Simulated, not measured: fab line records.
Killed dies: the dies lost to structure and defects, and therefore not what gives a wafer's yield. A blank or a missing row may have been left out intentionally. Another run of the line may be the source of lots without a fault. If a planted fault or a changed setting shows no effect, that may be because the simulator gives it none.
The same fault as seen by 2 desks    flow berkeley_cmos170    numbers are kept per desk, each desk with only its own; the story behind them comes last

== FROM THE METROLOGY DESK ==
Means of the sampled wafers that have a number, per lot and without regard to the tool the lot ran on: this is what the gauges read. Any lot whose mean is over 4 standard deviations away from the usual mean is out of limits and marked OUT; that distance is given in the brackets.
Columns: A = M1_AL_RS at UCB170_M1_RS_MEAS_01, usual 0.0487 ohm/sq; B = M1_AL_THK at UCB170_M1_THK_MEAS_02, usual 606 nm; C = cd_nm at UCB170_M1_CD_MEAS_09, usual 700.2 nm; D = M1_OVL at UCB170_M1_OVL_MEAS_10, usual 2 nm
lot   first seen here  A       B    C      D
L720  day 8 07:30      0.0478  617  702.1  4
L728  day 9 18:38      0.0481  612  700.5  -4
L732  day 10 00:52     0.0484  610  698.8  5
L733  day 10 21:37     0.0485  607  698.8  7
L737  day 11 07:21     0.0485  606  703.9  2
L742  day 12 20:02     0.0482  615  701.9  -2
This desk's verdict: no lot among the 6 shows anything out of limits.

== DESK OF THE TOOL OWNER: rie_metal-01 ==
The tool's own readings at UCB170_M1_METAL_ETCH_12 (etches Al in Cl2/BCl3, stops on PSG, target depth 780 nm, time 130 s): means of the sampled wafers that have a number, for each lot that ran on this tool. Any lot whose mean is over 4 standard deviations away from the usual mean is out of limits and marked OUT; that distance is given in the brackets.
Columns: A = drypump_motor_current_A at UCB170_M1_METAL_ETCH_12, usual 5.4 A; B = he_backside_leak_sccm at UCB170_M1_METAL_ETCH_12, usual 3.40 sccm; C = oes_product_au at UCB170_M1_METAL_ETCH_12, usual 0.859 a.u.; D = throttle_valve_pct at UCB170_M1_METAL_ETCH_12, usual 24.42 %
lot   first seen here  A    B     C      D
L728  day 9 20:07      5.4  3.38  0.866  24.58
L732  day 10 02:16     5.2  3.28  0.866  24.45
L733  day 10 23:32     5.2  3.18  0.869  24.46
This desk's verdict: no lot among the 3 shows anything out of limits.

== PUT TOGETHER ==
At the metrology desk, nothing out of limits was observed.
The desk of the tool owner found nothing out of limits.

== WHAT THE SIMULATOR HAD INSERTED ==
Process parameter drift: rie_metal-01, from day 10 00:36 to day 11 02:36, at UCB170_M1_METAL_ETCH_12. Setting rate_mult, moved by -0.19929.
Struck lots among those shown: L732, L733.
